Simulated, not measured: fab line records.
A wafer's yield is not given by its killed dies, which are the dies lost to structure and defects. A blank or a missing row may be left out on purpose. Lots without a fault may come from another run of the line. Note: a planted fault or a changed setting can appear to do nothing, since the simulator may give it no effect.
Problem report in the 8D (eight disciplines) form, filled by code	flow rit_cmos	the parts of the form that need people (team, actions taken, sign-off) are left out

== 1. THE PROBLEM ==
At RIT_NSD_DEVELOP_05, developer_temp_C averages 23.83 C over 6 wafers from 2 lots, while fault-free wafers read 22.99 C, standard deviation 0.099. Measured from the usual mean, that is +8.5 standard deviations.
The step: develop time 50 s.
Seen first at day 5 05:00 on litho_track-03, wafer L524.3. The record holds 42 wafers of 14 lots with a number at this step. The rule behind "out" and "out of limits": a value lying over 4 standard deviations away from the usual mean. All remaining wafers that have a number are taken as sound.

== 2. WHAT IT IS, AND WHAT IT ISN'T ==
question	is	is not
which readings at this step	developer_temp_C	-
which lots	L524, L526	L515, L517, L518, L519, L520, L521, L522, L523, L530, L535, L536, L537
which wafers of those lots	all that have a number	-
read on which tools	litho_track-03	litho_track-01, litho_track-04
when	from day 5 05:00	up to then (24 sound wafers); but 12 sound wafers of L530, L535, L536, L537 came after

== 3. THE SUSPECTS, EACH WITH WHAT RULES IT OUT ==
Counting: a tool stays on the suspect list if, at a process step up to the reading, it processed all lots that are out and no sound lot following the first of them.
- litho_track-03 at RIT_NSD_DEVELOP_05 (develop time 50 s): ruled out as a lasting fault. After its first lot that is out, L524 (day 5 05:00), sound lots L537 ran on it.
Left after counting: nothing in the record.

== 4. THE CAUSE (what the simulator had put in) ==
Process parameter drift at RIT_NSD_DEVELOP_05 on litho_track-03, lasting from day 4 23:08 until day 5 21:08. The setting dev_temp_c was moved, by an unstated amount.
Counting ruled it out, wrongly.

== 5. SEQUENCE OF EFFECTS, ordered by route ==
Each row: a reading whose mean over the struck wafers that have a number lies more than 3 standard deviations from the usual. Only readings for which the record gives a usual standard deviation are gone through. hours: the time from each lot's start at the first step in this table that gives one to its start at this step, as a median over the lots. sigmas: the change in usual standard deviations.
hours	step	reading	usual	on struck wafers	change	sigmas
0	RIT_NSD_DEVELOP_05	developer_temp_C	22.99 C	23.83	+0.84	+8.5
Its process steps:
- RIT_NSD_DEVELOP_05: develop time 50 s.

== 6. WHAT WOULD HAVE CAUGHT IT SOONER ==
In this record no reading fell out of limits until day 5 05:00, 6 hours after the fault had begun at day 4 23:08.
